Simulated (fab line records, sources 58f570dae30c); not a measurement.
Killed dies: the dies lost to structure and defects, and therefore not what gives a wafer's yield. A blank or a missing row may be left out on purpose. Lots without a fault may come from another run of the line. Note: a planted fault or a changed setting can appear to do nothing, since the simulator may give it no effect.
8D (eight disciplines) problem report, filled in by code -- flow berkeley-cmos170 -- the parts of the form that need people (team, actions taken, sign-off) are left out

== 1. WHAT IS WRONG ==
Wafers without a fault read 84.7 s, standard deviation 0.42; run-length-s at UCB170_GATE_ETCH_15 reads a mean of 75.8 s on 9 wafers belonging to 3 lots. Measured from the usual mean, that is -21 standard deviations.
The step: etches poly-Si in HBr/Cl2, stops on SiO2, time 56.3 s, target depth 278.2 nm.
Earliest sighting: wafer L653.1 on rie-si-02 at day 10 22:31. The record has a number at this step for 21 wafers belonging to 7 lots. Rule for "out" (also "out of limits"): further than 4 standard deviations from the usual mean. The rest of the wafers with a number are treated as sound.

== 2. WHAT IT IS, WHAT IT ISN'T ==
question,is,is not
which readings at this step,"run-length-s, oes-product-au",throttle-valve-pct
which lots,"L651, L653, L655","L641, L648, L654, L657"
which wafers of those lots,all that have a number,-
read on which tools,rie-si-02,rie-si-01
when,from day 10 22:31,"up to then (6 sound wafers); but 6 sound wafers of L654, L657 came after"

== 3. THE SUSPECTS, EACH WITH WHAT RULES IT OUT ==
Counting: a tool at a process step up to the reading stays a suspect if it ran every lot that is out and no sound lot after the first of them.
- rie-si-02 at UCB170_GATE_ETCH_15 (etches poly-Si in HBr/Cl2, stops on SiO2, time 56.3 s, target depth 278.2 nm): kept. Every lot that is out went through it, starting with L653 (day 10 22:31), and after that it ran no sound lot; the last sound lot it ran before then is L641 (day 8 07:33). On those wafers its own readings are out: oes-product-au, run-length-s.
The count leaves rie-si-02 at UCB170_GATE_ETCH_15.

== 4. THE CAUSE (what the simulator had put in) ==
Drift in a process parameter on rie-si-02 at UCB170_GATE_ETCH_15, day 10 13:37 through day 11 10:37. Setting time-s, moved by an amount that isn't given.
Counting left only this tool.

== 5. THE CHAIN OF EFFECTS, in route order ==
Each row: a reading where the mean over the struck wafers with a number is more than 3 standard deviations away from the usual. Scope: only readings with a usual standard deviation given in the record; hours: median across lots of the time from each lot's start at the first step in this table that gives one to its start at this step; sigmas: change in usual standard deviations.
hours,step,reading,usual,on struck wafers,change,sigmas
0,UCB170_GATE_ETCH_15,oes-product-au,0.839 a.u.,0.992,+0.153,+14
0,UCB170_GATE_ETCH_15,run-length-s,84.7 s,75.8,-8.9,-21
Process steps it contains:
- UCB170_GATE_ETCH_15: etches poly-Si in HBr/Cl2, stops on SiO2, time 56.3 s, target depth 278.2 nm.

== 6. WHAT WOULD HAVE CAUGHT IT SOONER ==
The fault began at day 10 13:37; the first out-of-limits reading in this record came at day 10 22:31, 9 hours later.
